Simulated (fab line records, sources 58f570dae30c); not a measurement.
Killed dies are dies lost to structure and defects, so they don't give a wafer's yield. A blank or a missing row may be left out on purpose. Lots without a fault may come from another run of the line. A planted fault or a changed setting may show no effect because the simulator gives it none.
Which tool did it? | flow berkeley_cmos170 | 14 lots, 42 wafers sampled, at 6 steps of a route of 331

WHAT THE GAUGES READ, wafer by wafer
UCB170_NVT_TW_MEAS_09.
lot  | measured     | on            | NVT_TW
L963 | day 5 17:32  | film_metro-02 | 522 522 525
L964 | day 5 17:47  | film_metro-03 | 525 528 527
L965 | day 5 21:34  | film_metro-01 | 517 517 518
L966 | day 5 21:41  | film_metro-03 | 525 528 526
L967 | day 5 21:56  | film_metro-03 | 529 526 529
L969 | day 6 12:40  | film_metro-03 | 530 527 529
L971 | day 7 06:04  | film_metro-01 | 520 519 520
L972 | day 7 13:05  | film_metro-02 | 522 519 522
L973 | day 7 18:32  | film_metro-01 | 522 519 518
L974 | day 8 08:11  | film_metro-03 | 526 528 526
L981 | day 9 21:49  | film_metro-03 | 526 527 526
L982 | day 9 21:52  | film_metro-02 | 518 523 521
L983 | day 10 07:43 | film_metro-01 | 528 530 528
L985 | day 11 03:29 | film_metro-03 | 527 526 530

UCB170_PLDD_CD_MEAS_06: target cd 1200 nm.
lot  | measured     | on        | cd_nm (nm)
L963 | day 6 09:43  | cd_sem-01 | 1197.9 1198.7 1199.8
L964 | day 6 09:26  | cd_sem-01 | 1199.7 1198.4 1197.8
L965 | day 6 13:58  | cd_sem-01 | 1199.7 1198.6 1201.2
L966 | day 6 13:42  | cd_sem-01 | 1199.1 1198.4 1199.0
L967 | day 6 13:49  | cd_sem-02 | 1199.3 1199.6 1199.2
L969 | day 7 05:29  | cd_sem-01 | 1197.8 1200.1 1198.0
L971 | day 8 03:55  | cd_sem-01 | 1201.5 1202.7 1201.8
L972 | day 8 11:53  | cd_sem-01 | 1201.2 1199.6 1199.6
L973 | day 8 13:44  | cd_sem-01 | 1201.4 1202.1 1202.9
L974 | day 9 04:47  | cd_sem-01 | 1199.8 1199.9 1200.9
L981 | day 10 17:31 | cd_sem-01 | 1200.5 1200.9 1199.8
L982 | day 10 17:01 | cd_sem-01 | 1197.6 1198.1 1198.0
L983 | day 10 22:54 | cd_sem-01 | 1200.2 1199.7 1200.9
L985 | day 11 23:03 | cd_sem-01 | 1198.9 1198.9 1199.7

UCB170_PLDD_TW_MEAS_11.
lot  | measured     | on            | PLDD_TW
L963 | day 6 10:14  | film_metro-04 | 1017 1018 1013
L964 | day 6 09:59  | film_metro-03 | 1016 1023 1016
L965 | day 6 14:34  | film_metro-02 | 1011 1012 1007
L966 | day 6 14:16  | film_metro-03 | 1013 1015 1017
L967 | day 6 14:22  | film_metro-04 | 1020 1026 1022
L969 | day 7 06:02  | film_metro-04 | 1021 1017 1015
L971 | day 8 04:28  | film_metro-04 | 1017 1018 1018
L972 | day 8 12:25  | film_metro-02 | 1001 1009 1005
L973 | day 8 14:17  | film_metro-02 | 984 987 985 983 983 981
L974 | day 9 05:19  | film_metro-02 | 989 985 988
L981 | day 10 18:04 | film_metro-04 | 1024 1016 1026
L982 | day 10 17:35 | film_metro-03 | 1018 1017 1017
L983 | day 10 23:27 | film_metro-04 | 1023 1014 1017
L985 | day 11 23:35 | film_metro-02 | 1011 1011 1013

UCB170_SDANNEAL_RS_MEAS_04: measures by four-point-probe.
lot  | measured     | on            | PLDD_RS (ohm/sq)
L963 | day 6 22:00  | film_metro-04 | 1027.0 1029.2 1030.2
L964 | day 6 21:47  | film_metro-02 | 1029.7 1025.1 1026.6
L965 | day 7 02:07  | film_metro-03 | 1031.5 1030.0 1034.5
L966 | day 7 01:43  | film_metro-02 | 1030.9 1032.5 1031.1
L967 | day 7 01:55  | film_metro-04 | 1021.4 1024.4 1024.7
L969 | day 7 19:10  | film_metro-02 | 1031.8 1029.3 1027.5
L971 | day 8 16:33  | film_metro-04 | 1026.7 1024.8 1027.4
L972 | day 9 02:38  | film_metro-03 | 1026.3 1025.6 1029.7
L973 | day 9 02:53  | film_metro-02 | 1084.1 1078.2 1082.2 1082.6 1077.8 1083.1
L974 | day 9 19:49  | film_metro-03 | 1080.6 1080.4 1077.4 1079.6 1081.0 1080.2
L981 | day 11 10:40 | film_metro-03 | 1029.6 1030.6 1029.4
L982 | day 11 09:56 | film_metro-02 | 1031.2 1031.0 1030.5
L983 | day 11 10:32 | film_metro-04 | 1033.5 1032.5 1031.9
L985 | day 12 16:00 | film_metro-02 | 1031.2 1026.2 1034.3

WHICH TOOL RAN EACH LOT (tool, then ch and the chambers of the sampled wafers, then the start)
lot  | UCB170_GATE_ETCH_15              | UCB170_PLDD_IMPLANT_09
L963 | rie_si-02 ch 0,2,3, day 6 08:04  | implanter-03 ch 0, day 6 10:01
L964 | rie_si-01 ch 1,3, day 6 07:47    | implanter-01 ch 0, day 6 09:45
L965 | rie_si-01 ch 2,3, day 6 12:21    | implanter-03 ch 0, day 6 14:19
L966 | rie_si-01 ch 1,2,3, day 6 11:58  | implanter-03 ch 0, day 6 14:01
L967 | rie_si-02 ch 0,2,3, day 6 12:16  | implanter-01 ch 0, day 6 14:07
L969 | rie_si-02 ch 1,2, day 7 03:35    | implanter-03 ch 0, day 7 05:47
L971 | rie_si-02 ch 2,3, day 8 02:27    | implanter-01 ch 0, day 8 04:13
L972 | rie_si-02 ch 1,2,3, day 8 10:14  | implanter-02 ch 0, day 8 12:12
L973 | rie_si-01 ch 0,3, day 8 12:19    | implanter-03 ch 0, day 8 14:02
L974 | rie_si-02 ch 1,2, day 9 03:18    | implanter-03 ch 0, day 9 05:07
L981 | rie_si-02 ch 0,1,3, day 10 14:13 | implanter-01 ch 0, day 10 17:50
L982 | rie_si-01 ch 0,2,3, day 10 14:05 | implanter-02 ch 0, day 10 17:19
L983 | rie_si-01 ch 1,2, day 10 21:19   | implanter-01 ch 0, day 10 23:12
L985 | rie_si-02 ch 0,1,3, day 11 21:14 | implanter-02 ch 0, day 11 23:22
- UCB170_GATE_ETCH_15: etches poly-Si in HBr/Cl2, stops on SiO2, time 56.3 s, target depth 278.2 nm.
- UCB170_PLDD_IMPLANT_09

WHAT THE TOOLS THEMSELVES READ (means of the sampled wafers that have a number; where no wafer has one, the mark that the record gives instead)
UCB170_GATE_ETCH_15.
lot  | tool      | bias_w (W) | drypump_motor_current_A (A) | mfc_cl2_sccm (sccm) | oes_product_au (a.u.) | throttle_valve_pct (%)
L963 | rie_si-02 | 150.0      | 5.9                         | 49.95               | 0.839                 | 26.39
L964 | rie_si-01 | 150.2      | 5.4                         | 49.86               | 0.836                 | 26.57
L965 | rie_si-01 | 150.1      | 5.8                         | 50.19               | 0.848                 | 26.38
L966 | rie_si-01 | 149.8      | 5.6                         | 50.13               | 0.836                 | 26.42
L967 | rie_si-02 | 150.1      | 5.9                         | 49.97               | 0.838                 | 26.39
L969 | rie_si-02 | 150.1      | 6.3                         | 49.77               | 0.824                 | 26.39
L971 | rie_si-02 | 149.1      | 5.6                         | 50.17               | 0.831                 | 26.29
L972 | rie_si-02 | 150.2      | 5.8                         | 50.05               | 0.826                 | 26.46
L973 | rie_si-01 | 150.6      | 5.6                         | 50.09               | 0.838                 | 26.49
L974 | rie_si-02 | 150.5      | 6.3                         | 49.95               | 0.828                 | 26.39
L981 | rie_si-02 | 150.0      | 5.5                         | 50.03               | 0.832                 | 26.61
L982 | rie_si-01 | 149.6      | 5.6                         | 50.00               | 0.837                 | 26.39
L983 | rie_si-01 | 149.7      | 5.6                         | 50.16               | 0.827                 | 26.32
L985 | rie_si-02 | 150.1      | 5.5                         | 50.13               | 0.834                 | 26.62

UCB170_PLDD_IMPLANT_09.
lot  | tool         | dose_ions_cm2
L963 | implanter-03 | 5e+13
L964 | implanter-01 | 5e+13
L965 | implanter-03 | 5e+13
L966 | implanter-03 | 5e+13
L967 | implanter-01 | 5e+13
L969 | implanter-03 | 5e+13
L971 | implanter-01 | 5e+13
L972 | implanter-02 | 5e+13
L973 | implanter-03 | 4e+13
L974 | implanter-03 | 4e+13
L981 | implanter-01 | 5e+13
L982 | implanter-02 | 5e+13
L983 | implanter-01 | 5e+13
L985 | implanter-02 | 5e+13

THE ANSWER, worked out from the rows above alone
Rule: what is usual is taken from the lots themselves. Put in order of their means at a reading, lots are off if they are a third of the lots or fewer, leave a main group of 4 or more, and stand apart from it by a gap of 3 or more times the standard deviation of the main group's means; of several such gaps the widest counts. A main group whose means are all the same, to the digits that the tables above print for the reading, isn't used. A lot without any number at a reading at which 4 lots or more have one is off too. The other lots that the step has rows for count as sound. The gauges are gone through in route order, then the tools' own readings, and for those a lot's mean is taken as printed above. The first step at which some lot is off is used, and at that step the reading that is off furthest; a lot without a number counts as furthest.
Off: L973, L974, at UCB170_PLDD_TW_MEAS_11 (PLDD_TW). The main group: mean 1016, standard deviation 4.8.
A tool fits if, at a process step before that reading, it ran every lot that is off, and no sound lot after the first of them. The gauges at UCB170_PLDD_TW_MEAS_11 are tried like those tools. One fits: implanter-03 at UCB170_PLDD_IMPLANT_09. Its last sound lot is L969 (day 7 05:47), its first lot that is off L973 (day 8 14:02): a fault that began between those two fits.
The tool's own readings at UCB170_PLDD_IMPLANT_09 bear it out: on the lots that are off they differ by more than 5 times the standard deviation of the sound lots' means. dose_ions_cm2 reads 4e+13 there against 5e+13 on the sound lots.

WHAT THE SIMULATOR HAD PUT IN
Process parameter drift: implanter-03, from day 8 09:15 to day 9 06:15, at UCB170_PLDD_IMPLANT_09. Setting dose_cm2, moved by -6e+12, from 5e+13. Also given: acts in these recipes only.
Lots struck among those shown: L973, L974. The rule above found the same.
